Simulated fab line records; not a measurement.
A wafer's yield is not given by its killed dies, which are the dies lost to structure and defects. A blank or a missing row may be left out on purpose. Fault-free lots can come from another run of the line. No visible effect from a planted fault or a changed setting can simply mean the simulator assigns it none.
fab line records	flow ritCmos
[record] lots = 6	wafers = 18	lastDay = 7
route steps=202 shown PRETRO@72 GATE@75 FOX2@80 REOX@98 NLDD@103 SDANNEAL@155 M1@202
lots untouched by any fault: they come from a run of this same line in which no faults occurred
startH: the number of hours between the record's first day and the start of the first shown wafer of the lot	waitH: hours elapsed since this lot's preceding step	" the same as in the row above	L1.1+2: a row that stands for several wafers	- value missing, or start not given	* or withheld: withheld	< > ~ a bound
route shown NAME@n: NAME is a module with steps in the file, n the number in the route of the first one	usual: mean/standard deviation taken from wafers without a fault	same: alike in all rows	chamber/n: place in a boat	sites: the reading at each site	_std_site: the values' standard deviation	_edge_site: inner sites' mean taken away from outer sites' mean	radiusMm: how far each site lies from the wafer's centre	mask NAME#n: copy n	behind: the last tool/chamber to shape the wafer	hold: what put the lot on hold/how long, in hours/how the hold closed	device: whichever transistor did not switch (one of n, p or np)	end of line: tests run on the same wafers once the route is complete	a step given without rows: its recipe and nothing more	killed: not the wafer's yield, but the dies lost to structure and defects at the first sort	map: a wafer's dies, marking killed ones x, the rest . and places with no die _
set.NAME: the setting that was run; set.NAME@STEP: the one run at that earlier step	model.NAME: the simulator's own value behind a step, which no gauge read
lots at selected steps of the route; one table per step, one row per wafer
services: the hour from which a tool's chamber was out of use, counted from the record's first day as startH (under 0 if before that day), plus the number of hours and why
[[steps]]
[step RIT_PRETRO_IMPLANT_08]
[recipe] species = B	energyKev = 45	doseCm2 = 1.178e+13	tiltDeg = 7
[step RIT_PRETRO_STRIP_09]
[recipe] chemistry = O2	timeS = 180	resist = NOVOLAK	platenTempC = withheld	powerW = 500	pressureMtorr = 4000	o2FlowSccm = 4000
[usual] drypumpMotorCurrentA = 5.6/0.68
lot.wafer	tool	chamber	startH	waitH	drypumpMotorCurrentA	rfHoursCounterH
L644.2	plasmaAsher-03	1	54.05	0.1	5.1	25
L644.4	"	0	"	"	6.1	-
L644.6	"	1	"	"	5.1	-
L648.1	plasmaAsher-03	0	71.74	0.1	6.1	27
L648.2	"	1	"	"	5.1	27
L648.5	"	0	"	"	6.1	-
L649.1	plasmaAsher-02	1	77.93	0.1	6.4	44
L649.2	"	0	"	"	4.6	44
L649.3	"	0	"	"	4.6	-
L650.1	plasmaAsher-03	1	81.68	0.1	5.0	28
L650.2	"	0	"	"	6.1	28
L650.3	"	1	"	"	5.1	-
L658.2	plasmaAsher-04	0	125.54	0.1	6.0	50
L658.3	"	0	"	"	6.0	-
L658.6	"	0	"	"	6.0	-
L663.2	plasmaAsher-02	0	149.92	0.1	4.6	3
L663.3	"	0	"	"	4.6	-
L663.4	"	1	"	"	6.5	-
[step RIT_PRETRO_TW_MEAS_10]
[usual] PRETRO_TW = 471/3.2
lot.wafer	tool	chamber	startH	waitH	PRETRO_TW
L644.2	filmMetro-02	-	54.24	0.1	472
L644.4	"	-	"	"	472
L644.6	"	-	"	"	473
L648.1	filmMetro-04	-	71.91	0.1	472
L648.2	"	-	"	"	470
L648.5	"	-	"	"	472
L649.1	filmMetro-03	-	78.11	0.1	468
L649.2	"	-	"	"	469
L649.3	"	-	"	"	468
L650.1	filmMetro-02	-	81.86	0.1	477
L650.2	"	-	"	"	479
L650.3	"	-	"	"	478
L658.2	filmMetro-04	-	125.72	0.1	471
L658.3	"	-	"	"	474
L658.6	"	-	"	"	469
L663.2	filmMetro-04	-	150.10	0.1	473
L663.3	"	-	"	"	475
L663.4	"	-	"	"	473
[step RIT_GATE_WET_ETCH_00]
[recipe] chemistry = BOE	target = SiO2	targetDepthNm = 56	timeS = 60	dry = n2Spin	dilution = 10:1	tempC = 21.5
[step RIT_GATE_CLEAN_01]
[recipe] chemistry = SC1	mix = 3:3:50	timeS = 600	tempC = 75
[step RIT_GATE_CLEAN_02]
[recipe] chemistry = dHF	dilution = 50:1	timeS = 30
[step RIT_GATE_CLEAN_03]
[recipe] chemistry = SC2	mix = 3:3:50	timeS = 600	tempC = 75	dry = n2Spin
[step RIT_GATE_CLEAN_04]
[recipe] chemistry = dHF	dilution = 50:1	timeS = 62.79	dry = n2Spin
[step RIT_FOX2_THK_MEAS_91]
[recipe] reads = SiO2_of_FOX2_OXIDATION_00
[usual] FIELD_OXIDE_LEFT_2_THK = 257/5.1
lot.wafer	tool	chamber	startH	waitH	FIELD_OXIDE_LEFT_2_THK[nm]
L644.2	filmMetro-04	-	54.73	0.0	261
L644.4	"	-	"	"	263
L644.6	"	-	"	"	261
L648.1	filmMetro-04	-	72.39	0.0	251
L648.2	"	-	"	"	250
L648.5	"	-	"	"	255
L649.1	filmMetro-03	-	78.62	0.0	249
L649.2	"	-	"	"	251
L649.3	"	-	"	"	250
L650.1	filmMetro-03	-	82.34	0.0	252
L650.2	"	-	"	"	252
L650.3	"	-	"	"	250
L658.2	filmMetro-04	-	126.20	0.0	252
L658.3	"	-	"	"	257
L658.6	"	-	"	"	257
L663.2	filmMetro-04	-	150.59	0.0	267
L663.3	"	-	"	"	261
L663.4	"	-	"	"	265
[step RIT_GATE_OXIDATION_05]
[recipe] tempC = 900	ambient = O2	targetThkA = 30	oxTimeS = 270
[step RIT_GATE_ANNEAL_06]
[recipe] tempC = 900	timeS = 600	ambient = N2O
[step RIT_GATE_THK_MEAS_07]
[recipe] reads = SiO2_of_GATE_OXIDATION_05
[usual] GATE_OXIDE_THK = 3.05/0.061
lot.wafer	tool	chamber	startH	waitH	GATE_OXIDE_THK[nm]
L644.2	filmMetro-04	-	56.12	0.0	3.04
L644.4	"	-	"	"	3.09
L644.6	"	-	"	"	3.06
L648.1	filmMetro-01	-	74.83	0.0	3.11
L648.2	"	-	"	"	3.01
L648.5	"	-	"	"	3.07
L649.1	filmMetro-04	-	81.98	0.0	2.99
L649.2	"	-	"	"	3.05
L649.3	"	-	"	"	3.10
L650.1	filmMetro-04	-	85.09	0.0	3.02
L650.2	"	-	"	"	3.03
L650.3	"	-	"	"	3.05
L658.2	filmMetro-04	-	127.59	0.0	3.11
L658.3	"	-	"	"	3.03
L658.6	"	-	"	"	2.98
L663.2	filmMetro-03	-	154.87	0.0	3.13
L663.3	"	-	"	"	3.17
L663.4	"	-	"	"	3.26
[step RIT_GATE_CVD_08]
[recipe] material = poly-Si	targetThkNm = 250	tempC = 610	precursor = SiH4	timeS = 2220	pressureMtorr = 300	sih4FlowSccm = 100
[usual] spikeTcCentreC = 612.5/1.1	spikeTcLoadC = 632/4.9	susceptorTempC = 609.9/0.3	zonePowerLoadPct = 11.7/1.4
lot.wafer	tool	chamber	startH	waitH	spikeTcCentreC	spikeTcLoadC	susceptorTempC	zonePowerLoadPct	model.poly-Si_of_GATE_CVD_08.thkNm
L644.2	lpcvd-02	0	56.17	0.0	613.8	627	610.2	11.1	251.7
L644.4	"	0	"	"	613.5	626	610.3	10.8	250.5
L644.6	"	0	"	"	612.3	626	609.9	11.0	249.7
L648.1	lpcvd-02	1	74.89	0.1	611.3	634	610.1	11.0	247.9
L648.2	"	1	"	"	613.1	635	609.7	10.8	248.1
L648.5	"	1	"	"	613.5	636	610.0	10.8	249.1
L649.1	lpcvd-02	1	82.04	0.1	612.3	635	610.0	10.9	265.7
L649.2	"	1	"	"	613.1	635	610.2	10.9	264.2
L649.3	"	1	"	"	613.0	635	610.0	10.7	267
L650.1	lpcvd-02	1	85.15	0.1	612.5	639	610.0	10.8	267.6
L650.2	"	1	"	"	612.9	634	610.0	10.9	265
L650.3	"	1	"	"	612.4	634	609.8	10.9	266.9
L658.2	lpcvd-01	1	127.64	0.0	614.1	637	609.8	13.9	253.4
L658.3	"	1	"	"	611.9	637	609.8	13.8	252.1
L658.6	"	1	"	"	613.8	637	609.4	13.8	251.5
L663.2	lpcvd-02	0	154.92	0.0	613.8	626	609.9	11.0	256.2
L663.3	"	0	"	"	613.1	623	610.0	11.1	254.5
L663.4	"	0	"	"	610.0	627	610.1	10.8	256.7
[step RIT_GATE_THK_MEAS_09]
[recipe] reads = poly-Si_of_GATE_CVD_08
[usual] GATE_POLY_THK = 250.8/2.8
lot.wafer	tool	chamber	startH	waitH	GATE_POLY_THK[nm]
L644.2	filmMetro-01	-	57.80	0.0	251.8
L644.4	"	-	"	"	250.5
L644.6	"	-	"	"	249.9
L648.1	filmMetro-03	-	77.31	0.0	247.7
L648.2	"	-	"	"	248.1
L648.5	"	-	"	"	249.2
L649.1	filmMetro-04	-	83.65	0.0	265.8
L649.2	"	-	"	"	264.5
L649.3	"	-	"	"	267.0
L650.1	filmMetro-04	-	86.77	0.0	267.4
L650.2	"	-	"	"	264.9
L650.3	"	-	"	"	266.8
L658.2	filmMetro-01	-	129.26	0.0	253.2
L658.3	"	-	"	"	252.2
L658.6	"	-	"	"	251.5
L663.2	filmMetro-04	-	156.55	0.0	256.2
L663.3	"	-	"	"	254.5
L663.4	"	-	"	"	256.7
[step RIT_GATE_HMDS_10]
[recipe] primeTimeS = 60	primeTempC = 140
[step RIT_GATE_COAT_11]
[recipe] resist = NOVOLAK	spinRpm = 4250	resistThkNm = 850
[step RIT_GATE_SOFTBAKE_12]
[recipe] resist = NOVOLAK	tempC = 90	timeS = 60
[step RIT_GATE_EXPOSE_13]
[recipe] maskId = M6	na = 0.6	sourceShape = conventional	sigmaOuter = 0.6	targetCdNm = 150	doseMj = 380
[step RIT_GATE_PEB_14]
[recipe] resist = NOVOLAK	tempC = withheld	timeS = withheld
[step RIT_GATE_DEVELOP_15]
[recipe] resist = NOVOLAK	developTimeS = 50	devTempC = 23
[step RIT_GATE_CD_MEAS_16]
[recipe] targetCdNm = 150
[usual] cdNm = 150.8/2.3
lot.wafer	tool	chamber	startH	waitH	cdNm
L644.2	cdSem-01	-	58.84	-	151.6
L644.4	"	-	"	"	154.2
L644.6	"	-	"	"	153.2
L648.1	cdSem-01	-	78.22	-	151.2
L648.2	"	-	"	"	150.6
L648.5	"	-	"	"	152.5
L649.1	cdSem-01	-	84.57	-	153.3
L649.2	"	-	"	"	153.2
L649.3	"	-	"	"	152.1
L650.1	cdSem-01	-	87.80	-	153.1
L650.2	"	-	"	"	152.4
L650.3	"	-	"	"	153.6
L658.2	cdSem-02	-	130.26	-	149.0
L658.3	"	-	"	"	147.2
L658.6	"	-	"	"	147.7
L663.2	cdSem-01	-	157.47	-	148.4
L663.3	"	-	"	"	149.8
L663.4	"	-	"	"	148.9
[step RIT_GATE_OVL_MEAS_17]
[usual] GATE_OVL = 0.5/1.5
lot.wafer	tool	chamber	startH	waitH	GATE_OVL[nm]
L644.2	overlay-01	-	58.95	0.1	-2.9
L644.4	"	-	"	"	-1.4
L644.6	"	-	"	"	-1.0
L648.1	overlay-02	-	78.34	0.1	2.4
L648.2	"	-	"	"	2.5
L648.5	"	-	"	"	1.8
L649.1	overlay-02	-	84.69	0.1	2.8
L649.2	"	-	"	"	2.1
L649.3	"	-	"	"	1.9
L650.1	overlay-01	-	87.92	0.1	0.6
L650.2	"	-	"	"	0.3
L650.3	"	-	"	"	0.4
L658.2	overlay-01	-	130.37	0.1	-0.7
L658.3	"	-	"	"	0.7
L658.6	"	-	"	"	-0.3
L663.2	overlay-01	-	157.58	0.1	-0.2
L663.3	"	-	"	"	0.0
L663.4	"	-	"	"	-0.7
[step RIT_GATE_HARDBAKE_18]
[recipe] resist = NOVOLAK	tempC = 140	timeS = 60
[step RIT_GATE_ETCH_19]
[recipe] chemistry = SF6/CHF3/O2	timeS = 165	SF6_flow_sccm = 30	CHF3_flow_sccm = 30	O2_flow_sccm = 5	target = poly-Si	pressureMtorr = 40	rfW = 160	targetDepthA = 3125	overEtchFrac = 0.25	stopOn = SiO2
[usual] CHF3_flow_sccm = 29.97/0.094	drypumpMotorCurrentA = 5.5/0.44	oesProductAu = 0.847/0.014	throttleValvePct = 10.15/0.14
lot.wafer	tool	chamber	startH	waitH	CHF3_flow_sccm	drypumpMotorCurrentA	oesProductAu	rfHoursCounterH	throttleValvePct	model.GATE.featureDepthNm	model.etch.depthNm
L644.2	rieSi-02	3	59.13	0.1	30.12	5.1	0.872	58	10.18	251.7	251.7
L644.4	"	2	"	"	30.00	5.9	0.849	2	10.08	250.5	250.5
L644.6	"	1	"	"	30.12	5.5	0.836	-	10.24	249.7	249.7
L648.1	rieSi-02	3	78.53	0.1	29.97	5.2	0.863	58	10.15	247.9	247.9
L648.2	"	2	"	"	29.80	5.9	0.847	2	10.07	248.1	248.1
L648.5	"	2	"	"	29.92	5.9	0.836	-	10.06	249.1	249.1
L649.1	rieSi-01	0	84.87	0.1	30.02	5.2	0.878	36	10.04	265.7	265.7
L649.2	"	3	"	"	30.00	5.4	0.905	152	9.96	264.2	264.2
L649.3	"	1	"	"	30.02	4.8	0.895	125	10.43	267	267
L650.1	rieSi-02	1	88.11	0.1	30.11	5.5	0.880	66	10.23	267.6	267.6
L650.2	"	3	"	"	29.93	5.2	0.891	59	10.16	265	265
L650.3	"	0	"	"	30.13	5.9	0.874	91	10.09	266.9	266.9
L658.2	rieSi-02	1	130.55	0.1	30.04	5.5	0.846	66	10.23	253.4	253.4
L658.3	"	3	"	"	29.82	5.1	0.870	59	10.13	252.1	252.1
L658.6	"	2	"	"	29.93	5.9	0.847	-	10.08	251.5	251.5
L663.2	rieSi-01	0	157.84	0.1	29.92	5.2	0.854	37	10.01	256.2	256.2
L663.3	"	3	"	"	29.94	5.4	0.839	0	9.98	254.5	254.5
L663.4	"	1	"	"	29.88	4.8	0.862	126	10.43	256.7	256.7
[step RIT_GATE_STRIP_20]
[recipe] chemistry = O2	timeS = 180	resist = NOVOLAK	platenTempC = withheld	powerW = 500	pressureMtorr = 4000	o2FlowSccm = 4000
[usual] drypumpMotorCurrentA = 5.7/0.52
lot.wafer	tool	chamber	startH	waitH	drypumpMotorCurrentA	rfHoursCounterH
L644.2	plasmaAsher-04	0	59.23	0.1	6.0	43
L644.4	"	1	"	"	5.2	-
L644.6	"	0	"	"	6.0	-
L648.1	plasmaAsher-03	0	78.64	0.1	6.2	28
L648.2	"	1	"	"	5.1	28
L648.5	"	0	"	"	6.2	-
L649.1	plasmaAsher-03	1	84.98	0.1	5.1	28
L649.2	"	0	"	"	6.1	28
L649.3	"	0	"	"	6.2	-
L650.1	plasmaAsher-03	1	88.22	0.1	5.1	29
L650.2	"	0	"	"	6.1	29
L650.3	"	1	"	"	5.1	-
L658.2	plasmaAsher-04	0	130.66	0.1	5.9	50
L658.3	"	1	"	"	5.2	-
L658.6	"	0	"	"	5.9	-
L663.2	plasmaAsher-01	0	157.95	0.1	6.6	52
L663.3	"	1	"	"	6.0	-
L663.4	"	0	"	"	6.6	-
[step RIT_GATE_CD_MEAS_90]
[recipe] targetCdNm = 150
[usual] cdNm = 150.9/2.3
lot.wafer	tool	chamber	startH	waitH	cdNm
L644.2	cdSem-01	-	59.43	0.1	151.1
L644.4	"	-	"	"	153.7
L644.6	"	-	"	"	153.3
L648.1	cdSem-01	-	78.81	0.1	151.5
L648.2	"	-	"	"	150.2
L648.5	"	-	"	"	152.1
L649.1	cdSem-01	-	85.16	0.1	153.5
L649.2	"	-	"	"	153.3
L649.3	"	-	"	"	151.8
L650.1	cdSem-01	-	88.39	0.1	153.1
L650.2	"	-	"	"	152.1
L650.3	"	-	"	"	153.4
L658.2	cdSem-01	-	130.85	0.1	149.5
L658.3	"	-	"	"	147.2
L658.6	"	-	"	"	147.6
L663.2	cdSem-02	-	158.14	0.1	148.6
L663.3	"	-	"	"	150.6
L663.4	"	-	"	"	149.2
[step RIT_REOX_CLEAN_00]
[recipe] chemistry = SC1	mix = 3:3:50	timeS = 600	tempC = 74.6
[step RIT_REOX_CLEAN_01]
[recipe] chemistry = dHF	dilution = 50:1	timeS = 30
[step RIT_REOX_CLEAN_02]
[recipe] chemistry = SC2	mix = 3:3:50	timeS = 600	tempC = 75	dry = n2Spin
[step RIT_REOX_OXIDATION_03]
[recipe] tempC = 900	ambient = O2	targetThkA = 252	oxTimeS = 5580
[step RIT_REOX_THK_MEAS_04]
[recipe] reads = SiO2_of_REOX_OXIDATION_03
[usual] REOX_OXIDE_THK = 25.4/0.47
lot.wafer	tool	chamber	startH	waitH	REOX_OXIDE_THK[nm]
L644.2	filmMetro-01	-	62.76	0.0	25.7
L644.4	"	-	"	"	25.7
L644.6	"	-	"	"	25.7
L648.1	filmMetro-02	-	82.41	0.0	25.9
L648.2	"	-	"	"	25.3
L648.5	"	-	"	"	25.5
L649.1	filmMetro-02	-	88.23	0.0	26.0
L649.2	"	-	"	"	25.7
L649.3	"	-	"	"	26.1
L650.1	filmMetro-02	-	91.45	0.0	25.2
L650.2	"	-	"	"	25.1
L650.3	"	-	"	"	24.8
L658.2	filmMetro-02	-	135.15	0.0	25.8
L658.3	"	-	"	"	25.9
L658.6	"	-	"	"	26.1
L663.2	filmMetro-01	-	161.66	0.0	25.8
L663.3	"	-	"	"	25.3
L663.4	"	-	"	"	25.2
[step RIT_NLDD_HMDS_00]
[recipe] primeTimeS = 60	primeTempC = 140
[step RIT_NLDD_COAT_01]
[recipe] resist = NOVOLAK	spinRpm = 3250	resistThkNm = 1000
[step RIT_NLDD_SOFTBAKE_02]
[recipe] resist = NOVOLAK	tempC = 90	timeS = 60
[step RIT_NLDD_EXPOSE_03]
[recipe] maskId = M7	na = 0.57	targetCdNm = 40700	doseMj = 250
[step RIT_NLDD_PEB_04]
[recipe] resist = NOVOLAK	tempC = withheld	timeS = withheld
[step RIT_NLDD_DEVELOP_05]
[recipe] resist = NOVOLAK	developTimeS = 50	devTempC = 23
[step RIT_NLDD_OVL_MEAS_06]
[usual] NLDD_OVL = -0.1/1.5
lot.wafer	tool	chamber	startH	waitH	NLDD_OVL[nm]
L644.2	overlay-01	-	63.81	-	1.5
L644.4	"	-	"	"	0.1
L644.6	"	-	"	"	1.0
L648.1	overlay-01	-	83.32	-	-0.5
L648.2	"	-	"	"	-1.0
L648.5	"	-	"	"	1.1
L649.1	overlay-01	-	89.33	-	0.3
L649.2	"	-	"	"	0.6
L649.3	"	-	"	"	1.2
L650.1	overlay-01	-	92.48	-	-0.5
L650.2	"	-	"	"	1.7
L650.3	"	-	"	"	-0.3
L658.2	overlay-02	-	136.05	-	-0.6
L658.3	"	-	"	"	-0.7
L658.6	"	-	"	"	-1.3
L663.2	overlay-02	-	162.56	-	-0.2
L663.3	"	-	"	"	-1.7
L663.4	"	-	"	"	-1.1
[step RIT_NLDD_HARDBAKE_07]
[recipe] resist = NOVOLAK	tempC = 140.7	timeS = 60
[step RIT_NLDD_IMPLANT_08]
[recipe] species = P	energyKev = 20	doseCm2 = 5e+14	tiltDeg = 7
[step RIT_NLDD_STRIP_09]
[recipe] chemistry = O2	timeS = 180	resist = NOVOLAK	platenTempC = withheld	powerW = 500	pressureMtorr = 4000	o2FlowSccm = 4000
[usual] drypumpMotorCurrentA = 5.9/0.7
lot.wafer	tool	chamber	startH	waitH	drypumpMotorCurrentA	rfHoursCounterH
L644.2	plasmaAsher-02	0	64.14	0.1	4.6	42
L644.4	"	1	"	"	6.4	-
L644.6	"	1	"	"	6.4	-
L648.1	plasmaAsher-02	1	83.72	0.1	6.4	44
L648.2	"	0	"	"	4.6	44
L648.5	"	0	"	"	4.6	-
L649.1	plasmaAsher-03	1	89.67	0.1	5.1	29
L649.2	"	0	"	"	6.2	29
L649.3	"	1	"	"	5.1	-
L650.1	plasmaAsher-02	1	92.82	0.1	6.4	45
L650.2	"	0	"	"	4.6	45
L650.3	"	0	"	"	4.6	-
L658.2	plasmaAsher-02	1	136.38	0.1	6.4	2
L658.3	"	1	"	"	6.4	-
L658.6	"	0	"	"	4.6	-
L663.2	plasmaAsher-01	0	162.89	0.1	6.6	52
L663.3	"	0	"	"	6.6	-
L663.4	"	1	"	"	6.0	-
[step RIT_NLDD_TW_MEAS_10]
[usual] NLDD_TW = 2489/19
lot.wafer	tool	chamber	startH	waitH	NLDD_TW
L644.2	filmMetro-03	-	64.32	0.1	2467
L644.4	"	-	"	"	2474
L644.6	"	-	"	"	2470
L648.1	filmMetro-01	-	83.89	0.1	2509
L648.2	"	-	"	"	2505
L648.5	"	-	"	"	2500
L649.1	filmMetro-03	-	89.84	0.1	2472
L649.2	"	-	"	"	2468
L649.3	"	-	"	"	2478
L650.1	filmMetro-01	-	92.99	0.1	2499
L650.2	"	-	"	"	2493
L650.3	"	-	"	"	2489
L658.2	filmMetro-02	-	136.57	0.1	2501
L658.3	"	-	"	"	2514
L658.6	"	-	"	"	2518
L663.2	filmMetro-01	-	163.08	0.1	2497
L663.3	"	-	"	"	2499
L663.4	"	-	"	"	2502
[step RIT_SDANNEAL_CLEAN_02]
[recipe] chemistry = SC2	mix = 3:3:50	timeS = 600	tempC = 75	dry = n2Spin
[usual] tempC = 75.00/0.12
lot.wafer	tool	chamber	startH	waitH	tempC	model.poly-Si_of_GATE_CVD_08.thkNm
L644.2	wetBench-01	0	71.61	0.0	75.14	167.6
L644.4	"	0	"	"	74.92	163.4
L644.6	"	0	"	"	74.90	163.3
L648.1	wetBench-03	1	91.03	0.0	74.93	161.9
L648.2	"	1	"	"	75.07	162.6
L648.5	"	1	"	"	75.08	162.9
L649.1	wetBench-03	3	97.22	0.0	75.04	177.5
L649.2	"	3	"	"	74.85	178.2
L649.3	"	3	"	"	74.89	180.8
L650.1	wetBench-04	1	100.16	0.0	74.93	180.7
L650.2	"	1	"	"	74.91	178.1
L650.3	"	1	"	"	74.96	178.8
L658.2	wetBench-01	0	143.83	0.0	75.11	167.6
L658.3	"	0	"	"	75.18	164.7
L658.6	"	0	"	"	75.02	165.8
L663.2	wetBench-03	3	170.34	0.0	75.04	171.2
L663.3	"	3	"	"	74.98	169.3
L663.4	"	3	"	"	75.13	170.9
[step RIT_M1_PROBE_99]
[usual] killedAtContacts = 0.1/0.23	killedAtFrontEnd = 6/3.2	killedDies = 7/3.2	killedOpen = 3.4/1.8	killedShort = 3.2/2.3
[same] grossDies = 264	killed_at_M0_to_M3 = 0	killed_at_M4_up = 0	killedAtBackSide = 0	killedAtOther = 0
lot.wafer	tool	chamber	startH	waitH	killedAtContacts	killedAtFrontEnd	killedDies	killedOpen	killedShort	model.etest.nmosTurned.driveUaUm	model.etest.polyCombOverSteps.leakLog10AUm
L644.2	prober-01	-	79.16	0.1	0	9	9	7	2	315.7	-12.71
L644.4	prober-01	-	79.26	0.2	0	5	5	2	3	308.1	-12.75
L644.6	prober-01	-	79.36	0.2	0	5	5	4	1	314.6	-12.59
L648.1	prober-01	-	98.89	0.1	0	3	3	2	1	322	-12.96
L648.2	prober-01	-	98.94	0.1	0	3	3	3	0	334.1	-12.75
L648.5	prober-01	-	99.09	0.2	0	4	4	3	1	328.2	-12.81
L649.1	prober-02	-	104.97	0.1	0	3	3	1	2	295.7	-11.99
L649.2	prober-02	-	105.02	0.1	0	12	12	7	5	307.2	-12.73
L649.3	prober-02	-	105.07	0.2	0	5	5	1	4	293.3	-11.2
L650.1	prober-01	-	107.97	0.1	0	6	6	2	4	283.7	-8.891
L650.2	prober-01	-	108.02	0.1	0	9	9	4	5	289.3	-11.31
L650.3	prober-01	-	108.07	0.2	0	6	6	4	2	287.6	-12.59
L658.2	prober-01	-	151.55	0.1	0	12	12	4	8	308.8	-10.98
L658.3	prober-01	-	151.60	0.2	0	4	4	3	1	311	-12.88
L658.6	prober-01	-	151.75	0.2	1	8	9	8	1	309.2	-12.81
L663.2	prober-02	-	178.95	0.1	0	7	7	4	3	305	-12.8
L663.3	prober-02	-	179.00	0.2	0	10	10	6	4	313.6	-12.82
L663.4	prober-02	-	179.05	0.2	0	12	12	3	9	312.9	-12.68
// killed by level:class
L644.2 GATE:geometricParticle:open=4 FOX1:geometricParticle:open=2 GATE:geometricParticle:short=2 SPACER:geometricParticle:open=1
L644.4 GATE:geometricParticle:short=3 GATE:geometricParticle:open=1 SPACER:geometricParticle:open=1
L644.6 REOX:geometricParticle:open=2 FOX1:geometricParticle:short=1 FOX2:geometricParticle:open=1 GATE:geometricParticle:open=1
L648.1 GATE:geometricParticle:open=2 SPACER:geometricParticle:short=1
L648.2 GATE:geometricParticle:open=1 SPACER:geometricParticle:open=1 SILICIDE:geometricParticle:open=1
L648.5 GATE:geometricParticle:open=2 FOX2:geometricParticle:open=1 GATE:geometricParticle:short=1
L649.1 FOX1:geometricParticle:short=1 FOX2:geometricParticle:open=1 GATE:geometricParticle:short=1
L649.2 SPACER:geometricParticle:open=3 GATE:geometricParticle:open=2 SPACER:geometricParticle:short=2 FOX1:geometricParticle:open=1 FOX1:geometricParticle:short=1 GATE:geometricParticle:short=1 REOX:geometricParticle:short=1 REOX:geometricParticle:open=1
L649.3 GATE:geometricParticle:short=2 SPACER:geometricParticle:short=2 REOX:geometricParticle:open=1
L650.1 GATE:geometricParticle:open=2 SILICIDE:geometricParticle:short=2 GATE:geometricParticle:short=1 REOX:geometricParticle:short=1
L650.2 REOX:geometricParticle:short=3 FOX1:geometricParticle:open=1 GATE:geometricParticle:open=1 GATE:geometricParticle:short=1 REOX:geometricParticle:open=1 SPACER:geometricParticle:short=1 SILICIDE:geometricParticle:open=1
L650.3 GATE:geometricParticle:open=2 FOX1:geometricParticle:open=1 FOX1:geometricParticle:short=1 REOX:geometricParticle:open=1 SILICIDE:geometricParticle:short=1
L658.2 GATE:geometricParticle:short=4 FOX1:geometricParticle:short=2 FOX1:geometricParticle:open=2 GATE:geometricParticle:open=2 REOX:geometricParticle:short=1 SPACER:geometricParticle:short=1
L658.3 SILICIDE:geometricParticle:open=2 FOX1:geometricParticle:short=1 REOX:geometricParticle:open=1
L658.6 GATE:geometricParticle:open=6 GATE:geometricParticle:short=1 SILICIDE:geometricParticle:open=1 CONTACT:geometricParticle:open=1
L663.2 GATE:geometricParticle:open=2 GATE:geometricParticle:short=2 REOX:geometricParticle:short=1 SPACER:geometricParticle:open=1 SILICIDE:geometricParticle:open=1
L663.3 GATE:geometricParticle:short=3 GATE:geometricParticle:open=3 FOX1:geometricParticle:open=2 REOX:geometricParticle:open=1 SPACER:geometricParticle:short=1
L663.4 GATE:geometricParticle:short=7 FOX1:geometricParticle:open=1 FOX2:geometricParticle:short=1 GATE:geometricParticle:open=1 REOX:geometricParticle:open=1 SPACER:geometricParticle:short=1
[[services]]
tool	chamber	startH	hours	kind
rieSi-01	0	41.28	4.1	repair
rieSi-02	0	45.85	2.5	repair
plasmaAsher-04	-	52.09	2.0	repair
plasmaAsher-04	-	81.01	2.8	pm
rieSi-01	3	102.13	-	clean
rieSi-01	3	102.13	14.0	scheduledDown
rieSi-01	3	102.13	14.0	ventCycle
plasmaAsher-02	-	108.75	9.0	pm
plasmaAsher-02	0	108.75	9.0	ventCycle
plasmaAsher-02	1	108.75	9.0	ventCycle
plasmaAsher-03	-	111.20	2.5	repair
plasmaAsher-02	0	117.75	-	clean
plasmaAsher-02	1	117.75	-	clean
lpcvd-01	-	142.85	0.6	repair
lpcvd-01	-	158.57	2.8	pm
wetBench-01	-	161.95	1.4	repair
plasmaAsher-02	-	162.88	14.6	pm
[[key]]
[firstSign] step = RIT_GATE_THK_MEAS_09	reading = GATE_POLY_THK	direction = up	sigmas = 5.5	usual = 250.8	struck = 266.1
[effect] step = RIT_GATE_ETCH_19	reading = oesProductAu	direction = up	sigmas = 2.9	usual = 0.847	struck = 0.887
[modelEffect] step = RIT_GATE_CVD_08	value = poly-Si_of_GATE_CVD_08.thkNm	without = 251.5	struck = 266.1
[modelEffect] step = RIT_GATE_ETCH_19	value = GATE.featureDepthNm	without = 251.5	struck = 266.1
[modelEffect] step = RIT_SDANNEAL_CLEAN_02	value = poly-Si_of_GATE_CVD_08.thkNm	without = 164.4	struck = 179
[modelEffect] step = RIT_M1_PROBE_99	value = etest.nmosTurned.driveUaUm	without = 316.2	struck = 292.8
metAt RIT_GATE_CVD_08
struckWafers L649.1,L649.2,L649.3,L650.1,L650.2,L650.3
testerLeftOut L649,L650
[fault] kind = processParameterDrift	tool = lpcvd-02	chamber = -	onsetH = 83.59	steps = RIT_GATE_CVD_08	channel = targetThkNm	offset = 14.588	shape = step	endH = 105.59	actsIn = theseRecipesOnly	stated = 250
// testerLeftOut: of these lots the tester's yield and bins aren't shown, on N5 and GAA mostly nor the transistor test; their killed dies are dies lost to structure and defects alone, not to doping, threshold or leakage, so they don't give the yield
